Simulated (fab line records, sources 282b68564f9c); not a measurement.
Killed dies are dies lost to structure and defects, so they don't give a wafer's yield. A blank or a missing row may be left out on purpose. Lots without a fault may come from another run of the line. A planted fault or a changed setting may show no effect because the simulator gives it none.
fab line records | flow rit_cmos
record lots=16 wafers=47 last_day=7
route steps=202 shown NWELL@37 NRETRO@56 GATE@92 PSD@157 M1@202
lots that met no fault: from a run of the same line without faults
start_h: hours from the record's first day to the start of the lot's first wafer shown | wait_h: hours since the lot's step before | " the same as in the row above | L1.1+2: a row that stands for several wafers | - no value, or no start given | * or withheld: withheld | < > ~ a bound
route shown NAME@n: a module of which the file shows steps, and the number in the route of the first | usual: mean/standard deviation of fault-free wafers | same: alike in all rows | chamber/n: place in a boat | sites: the reading at each site | _std_site: their standard deviation | _edge_site: outer sites' mean less inner sites' | radius_mm: how far each site lies from the wafer's centre | mask NAME#n: copy n | behind: the tool/chamber that last shaped the wafer | hold: why the lot was held/for how many hours/how that ended | device: the transistor (n, p or np) that didn't switch | end of line: the same wafers' tests at the end of the route | a step without rows: its recipe alone | killed: dies lost to structure and defects at the first sort, not the wafer's yield | map: a wafer's dies, x killed, . not, _ none there
set.NAME: the setting as run; set.NAME@STEP: as run at that earlier step | model.NAME: the simulator's own value behind a step, which no gauge read
steps of the route over a sample of lots; a table a step, a row a wafer
services: from which hour (start_h, from the record's first day; less than 0 if before it) a tool's chamber was out of use, for how many hours, and why
## steps
# step RIT_NWELL_STRIP_09
# recipe chemistry=O2 time_s=180 resist=NOVOLAK platen_temp_c=withheld power_w=500 pressure_mtorr=4000 o2_flow_sccm=4000
# usual chamber_pressure_mTorr=4000/3.3 drypump_motor_current_A=6.09/0.28
# columns lot.wafer tool chamber start_h wait_h chamber_pressure_mTorr drypump_motor_current_A rf_hours_counter_h
L658.3 plasma_asher-04 0 27.03 0.1 4006 5.79 -
L658.5 " 1 " " 3994 5.38 -
L658.6 " 0 " " 3999 5.79 -
L659.1 plasma_asher-02 1 31.35 0.1 4003 6.32 38
L659.2 " 0 " " 3999 6.28 38
L659.4 " 1 " " 3999 6.29 -
L660.2 plasma_asher-02 0 36.34 0.1 4000 6.29 39
L660.3 " 1 " " 3998 6.33 -
L660.6 " 1 " " 4000 6.32 -
L662.1 plasma_asher-04 1 43.92 0.1 3999 5.37 24
L662.3 " 1 " " 3991 5.39 -
L662.6 " 0 " " 4003 5.79 -
L663.3 plasma_asher-03 1 49.48 0.1 4001 6.14 -
L663.4 " 0 " " 4000 5.88 -
L663.5 " 0 " " 3998 5.88 -
L664.1 plasma_asher-02 1 53.10 0.1 3998 6.28 41
L664.3 " 1 " " 4003 6.30 -
L664.6 " 1 " " 3999 6.33 -
L667.1 plasma_asher-02 1 70.94 0.1 3998 6.29 43
L667.3 " 0 " " 4002 6.28 -
L667.6 " 0 " " 4003 6.31 -
L668.5 plasma_asher-03 1 74.63 0.1 3999 6.14 -
L668.6 " 0 " " 3997 5.90 -
L669.1 plasma_asher-02 0 79.36 0.1 4001 6.29 44
L669.3 " 1 " " 4001 6.28 -
L669.4 " 0 " " 4002 6.25 -
L670.2 plasma_asher-04 0 87.74 0.1 4000 5.79 30
L670.5 " 0 " " 4002 5.77 -
L670.6 " 1 " " 3999 5.37 -
L671.1 plasma_asher-03 0 88.94 0.1 3998 5.91 44
L671.4 " 1 " " 3997 6.16 -
L671.5 " 0 " " 3999 5.91 -
L672.1 plasma_asher-02 1 92.27 0.1 3997 6.33 46
L672.2 " 0 " " 4001 6.29 46
L672.6 " 0 " " 3998 6.26 -
L677.2 plasma_asher-02 1 122.90 0.1 3996 6.26 1
L677.3 " 1 " " 3997 6.23 -
L677.4 " 0 " " 3995 6.30 -
L678.1 plasma_asher-02 1 124.09 0.1 3996 6.28 1
L678.5 " 1 " " 3997 6.25 -
L678.6 " 0 " " 4002 6.27 -
L679.1 plasma_asher-03 1 127.34 0.1 3998 6.13 49
L679.3 " 0 " " 4000 5.92 -
L679.4 " 1 " " 4004 6.14 -
L680.2 plasma_asher-02 1 133.85 0.1 3994 6.26 3
L680.4 " 0 " " 3998 6.34 -
L680.6 " 0 " " 4002 6.32 -
# step RIT_NRETRO_EXPOSE_03
# recipe mask_id=M4 na=0.57 target_cd_nm=43900 dose_mj=250
# columns lot.wafer tool chamber start_h wait_h mask
L658.3+5+6 iline_stepper-02 0 34.60 0.1 M4#0
L659.1+2+4 iline_stepper-01 0 39.92 0.2 M4#0
L660.2+3+6 iline_stepper-02 0 45.42 0.2 M4#0
L662.1+3+6 iline_stepper-02 0 53.52 0.2 M4#0
L663.3+4+5 iline_stepper-02 0 57.92 0.1 M4#0
L664.1+3+6 iline_stepper-02 0 63.21 0.1 M4#0
L667.1+3+6 iline_stepper-02 0 78.62 0.1 M4#0
L668.5+6 iline_stepper-02 0 82.77 0.1 M4#0
L669.1+3+4 iline_stepper-02 0 87.77 0.1 M4#0
L670.2+5+6 iline_stepper-01 0 95.69 0.2 M4#0
L671.1+4+5 iline_stepper-02 0 96.62 0.2 M4#0
L672.1+2+6 iline_stepper-01 0 101.00 0.2 M4#0
L677.2+3+4 iline_stepper-02 0 130.73 0.2 M4#0
L678.1+5+6 iline_stepper-01 0 131.84 0.2 M4#0
L679.1+3+4 iline_stepper-01 0 135.70 0.1 M4#0
L680.2+4+6 iline_stepper-01 0 141.90 0.1 M4#0
# step RIT_NRETRO_OVL_MEAS_06
# usual NRETRO_OVL=0.8/1.3
# columns lot.wafer tool chamber start_h wait_h NRETRO_OVL[nm]
L658.3 overlay-01 - 35.00 - -2.1
L658.5 " - " " -0.5
L658.6 " - " " -0.5
L659.1 overlay-02 - 40.34 - -0.4
L659.2 " - " " -0.2
L659.4 " - " " 1.2
L660.2 overlay-02 - 45.84 - 1.3
L660.3 " - " " 0.6
L660.6 " - " " 0.2
L662.1 overlay-01 - 53.95 - 1.6
L662.3 " - " " 0.9
L662.6 " - " " 3.0
L663.3 overlay-02 - 58.32 - 1.8
L663.4 " - " " 0.4
L663.5 " - " " 1.5
L664.1 overlay-02 - 63.64 - 0.6
L664.3 " - " " -0.4
L664.6 " - " " -0.8
L667.1 overlay-01 - 79.18 - 1.7
L667.3 " - " " -1.2
L667.6 " - " " -0.1
L668.5 overlay-02 - 83.19 - -180.9
L668.6 " - " " -181.6
L669.1 overlay-01 - 88.20 - -179.9
L669.3 " - " " -179.8
L669.4 " - " " -179.6
L670.2 overlay-01 - 96.10 - 1.6
L670.5 " - " " 3.3
L670.6 " - " " 2.6
L671.1 overlay-02 - 97.05 - -179.3
L671.4 " - " " -179.8
L671.5 " - " " -180.0
L672.1 overlay-01 - 101.43 - 0.5
L672.2 " - " " 0.1
L672.6 " - " " 1.2
L677.2 overlay-02 - 131.15 - -178.0
L677.3 " - " " -178.8
L677.4 " - " " -178.7
L678.1 overlay-01 - 132.27 - 2.2
L678.5 " - " " 2.2
L678.6 " - " " 1.8
L679.1 overlay-02 - 136.21 - 2.1
L679.3 " - " " 2.5
L679.4 " - " " 2.9
L680.2 overlay-02 - 142.31 - 1.5
L680.4 " - " " 1.2
L680.6 " - " " 1.2
# step RIT_GATE_CD_MEAS_16
# recipe target_cd_nm=150
# usual cd_nm=150.1/2.2
# columns lot.wafer tool chamber start_h wait_h cd_nm
L658.3 cd_sem-01 - 44.54 - 146.1
L658.5 " - " " 147.4
L658.6 " - " " 150.3
L659.1 cd_sem-02 - 50.43 - 147.7
L659.2 " - " " 147.9
L659.4 " - " " 146.8
L660.2 cd_sem-01 - 53.82 - 152.0
L660.3 " - " " 152.8
L660.6 " - " " 152.2
L662.1 cd_sem-02 - 62.45 - 148.3
L662.3 " - " " 146.2
L662.6 " - " " 145.4
L663.3 cd_sem-01 - 67.32 - 151.3
L663.4 " - " " 150.4
L663.5 " - " " 151.1
L664.1 cd_sem-01 - 76.56 - 148.4
L664.3 " - " " 150.5
L664.6 " - " " 148.9
L667.1 cd_sem-02 - 90.38 - 149.9
L667.3 " - " " 152.4
L667.6 " - " " 151.4
L668.5 cd_sem-01 - 92.89 - 143.0
L668.6 " - " " 146.1
L669.1 cd_sem-01 - 97.81 - 150.7
L669.3 " - " " 149.0
L669.4 " - " " 149.9
L670.2 cd_sem-01 - 103.17 - 147.3
L670.5 " - " " 148.2
L670.6 " - " " 150.0
L671.1 cd_sem-01 - 104.76 - 147.4
L671.4 " - " " 148.1
L671.5 " - " " 149.6
L672.1 cd_sem-02 - 112.96 - 151.9
L672.2 " - " " 151.9
L672.6 " - " " 150.7
L677.2 cd_sem-01 - 137.97 - 151.4
L677.3 " - " " 153.5
L677.4 " - " " 152.4
L678.1 cd_sem-01 - 141.30 - 152.7
L678.5 " - " " 155.1
L678.6 " - " " 150.4
L679.1 cd_sem-01 - 146.40 - 148.8
L679.3 " - " " 149.3
L679.4 " - " " 149.2
L680.2 cd_sem-01 - 151.77 - 149.7
L680.4 " - " " 152.0
L680.6 " - " " 150.9
# step RIT_SDANNEAL_RS_MEAS_04
# recipe thk_meas_gauge=four-point-probe
# usual PSD_RS=115.8/0.37
# columns lot.wafer tool chamber start_h wait_h PSD_RS[ohm/sq]
L658.3 film_metro-03 - 58.50 0.1 114.8
L658.5 " - " " 115.1
L658.6 " - " " 115.1
L659.1 film_metro-03 - 63.28 0.0 115.4
L659.2 " - " " 115.8
L659.4 " - " " 115.6
L660.2 film_metro-03 - 66.92 0.1 115.5
L660.3 " - " " 115.0
L660.6 " - " " 115.0
L662.1 film_metro-01 - 78.14 0.0 116.3
L662.3 " - " " 116.3
L662.6 " - " " 116.5
L663.3 film_metro-03 - 82.09 0.1 115.9
L663.4 " - " " 115.7
L663.5 " - " " 115.5
L664.1 film_metro-01 - 91.59 0.0 116.1
L664.3 " - " " 115.9
L664.6 " - " " 116.2
L667.1 film_metro-02 - 107.62 0.0 115.6
L667.3 " - " " 116.1
L667.6 " - " " 116.2
L668.5 film_metro-01 - 107.97 0.1 116.2
L668.6 " - " " 116.3
L669.1 film_metro-02 - 111.62 0.0 115.6
L669.3 " - " " 115.6
L669.4 " - " " 115.7
L670.2 film_metro-01 - 119.23 0.1 116.4
L670.5 " - " " 115.7
L670.6 " - " " 116.4
L671.1 film_metro-02 - 119.49 0.1 115.6
L671.4 " - " " 115.7
L671.5 " - " " 116.0
L672.1 film_metro-03 - 125.98 0.0 115.4
L672.2 " - " " 115.9
L672.6 " - " " 115.7
L677.2 film_metro-01 - 152.63 0.1 116.5
L677.3 " - " " 116.2
L677.4 " - " " 116.6
L678.1 film_metro-01 - 156.64 0.0 116.3
L678.5 " - " " 115.7
L678.6 " - " " 115.9
L679.1 film_metro-01 - 160.04 0.0 115.9
L679.3 " - " " 115.8
L679.4 " - " " 115.9
L680.2 film_metro-02 - 164.98 0.1 116.4
L680.4 " - " " 115.7
L680.6 " - " " 116.1
# step RIT_M1_PROBE_99
# usual killed_at_contacts=0.1/0.25 killed_at_front_end=6.8/2.9 killed_dies=6.9/2.9 killed_open=3.3/1.9 killed_short=3.6/1.9
# same gross_dies=264 killed_at_M0_to_M3=0 killed_at_M4_up=0 killed_at_back_side=0 killed_at_other=0
# columns lot.wafer tool chamber start_h wait_h killed_at_contacts killed_at_front_end killed_dies killed_open killed_short
L660.2 prober-02 - 74.37 0.1 0 4 4 3 1
L660.3 prober-02 - 74.42 0.2 0 7 7 5 2
L660.6 prober-02 - 74.57 0.2 1 6 7 3 4
L668.5 prober-02 - 117.08 0.2 0 7 7 2 5
L668.6 prober-02 - 117.13 0.2 0 11 11 8 3
L670.2 prober-01 - 127.13 0.1 0 12 12 5 7
L670.5 prober-01 - 127.28 0.2 0 10 10 6 4
L670.6 prober-01 - 127.33 0.2 0 12 12 5 7
L672.6 prober-01 - 133.51 0.2 0 13 13 8 5
L677.2 prober-02 - 160.27 0.1 0 8 8 3 5
L677.3 prober-02 - 160.32 0.2 0 5 5 2 3
L677.4 prober-02 - 160.37 0.2 0 4 4 3 1
L678.1 prober-01 - 164.25 0.1 0 4 4 2 2
L678.5 prober-01 - 164.45 0.2 0 8 8 3 5
L678.6 prober-01 - 164.50 0.2 0 3 3 1 2
# killed by level:class
L660.2 GATE:geometric_particle:open=2 FOX2:geometric_particle:short=1 SPACER:geometric_particle:open=1
L660.3 GATE:geometric_particle:open=3 FOX1:geometric_particle:open=1 GATE:geometric_particle:short=1 REOX:geometric_particle:short=1 REOX:geometric_particle:open=1
L660.6 GATE:geometric_particle:short=2 FOX2:geometric_particle:short=1 FOX2:geometric_particle:open=1 GATE:geometric_particle:open=1 REOX:geometric_particle:short=1 CONTACT:geometric_particle:open=1
L668.5 GATE:geometric_particle:short=3 FOX1:geometric_particle:open=2 REOX:geometric_particle:short=2
L668.6 GATE:geometric_particle:open=5 FOX1:geometric_particle:open=3 FOX2:geometric_particle:short=1 GATE:geometric_particle:short=1 SILICIDE:geometric_particle:short=1
L670.2 SPACER:geometric_particle:short=6 GATE:geometric_particle:open=2 SPACER:geometric_particle:open=2 GATE:geometric_particle:short=1 SILICIDE:geometric_particle:open=1
L670.5 REOX:geometric_particle:open=2 FOX1:geometric_particle:short=1 FOX1:geometric_particle:open=1 GATE:geometric_particle:open=1 GATE:geometric_particle:short=1 SPACER:geometric_particle:short=1 SPACER:geometric_particle:open=1 SILICIDE:geometric_particle:short=1
L670.6 SPACER:geometric_particle:open=3 SILICIDE:geometric_particle:short=3 GATE:geometric_particle:short=2 SPACER:geometric_particle:short=2 FOX1:geometric_particle:open=1 REOX:geometric_particle:open=1
L672.6 REOX:geometric_particle:open=5 GATE:geometric_particle:open=3 FOX2:geometric_particle:short=1 GATE:geometric_particle:short=1 REOX:geometric_particle:short=1 SPACER:geometric_particle:short=1 SILICIDE:geometric_particle:short=1
L677.2 GATE:geometric_particle:short=4 GATE:geometric_particle:open=3 SPACER:geometric_particle:short=1
L677.3 GATE:geometric_particle:short=2 FOX1:geometric_particle:open=1 FOX2:geometric_particle:short=1 GATE:geometric_particle:open=1
L677.4 GATE:geometric_particle:open=3 GATE:geometric_particle:short=1
L678.1 FOX1:geometric_particle:open=1 GATE:geometric_particle:short=1 REOX:geometric_particle:open=1 REOX:geometric_particle:short=1
L678.5 REOX:geometric_particle:open=3 GATE:geometric_particle:short=2 REOX:geometric_particle:short=2 FOX2:geometric_particle:short=1
L678.6 GATE:geometric_particle:short=1 GATE:geometric_particle:open=1 SPACER:geometric_particle:short=1
## services
# columns tool chamber start_h hours kind
iline_stepper-01 - 23.22 1.2 repair
iline_stepper-02 - 43.42 1.7 pm
plasma_asher-02 - 108.75 9.0 pm
plasma_asher-02 0 108.75 9.0 vent_cycle
plasma_asher-02 1 108.75 9.0 vent_cycle
plasma_asher-02 0 117.75 - clean
plasma_asher-02 1 117.75 - clean
plasma_asher-03 - 128.34 14.6 pm
## key
first_sign step=RIT_NRETRO_OVL_MEAS_06 reading=NRETRO_OVL direction=down sigmas=99+ usual=0.8 struck=-179.7
effect none on later readings
met_at RIT_NRETRO_EXPOSE_03
struck_lots L668,L669,L671,L677
tester_left_out L668,L669,L671,L677
not_acting_at RIT_NWELL_STRIP_09,RIT_GATE_CD_MEAS_16,RIT_SDANNEAL_RS_MEAS_04
onset_between 78.62 82.77
fault kind=scanner_matching_overlay tool=iline_stepper-02 chamber=- onset_h=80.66 steps=RIT_NRETRO_EXPOSE_03 offset=-180
# tester_left_out: of these lots the tester's yield and bins aren't shown, on N5 and GAA mostly nor the transistor test; their killed dies are dies lost to structure and defects alone, not to doping, threshold or leakage, so they don't give the yield
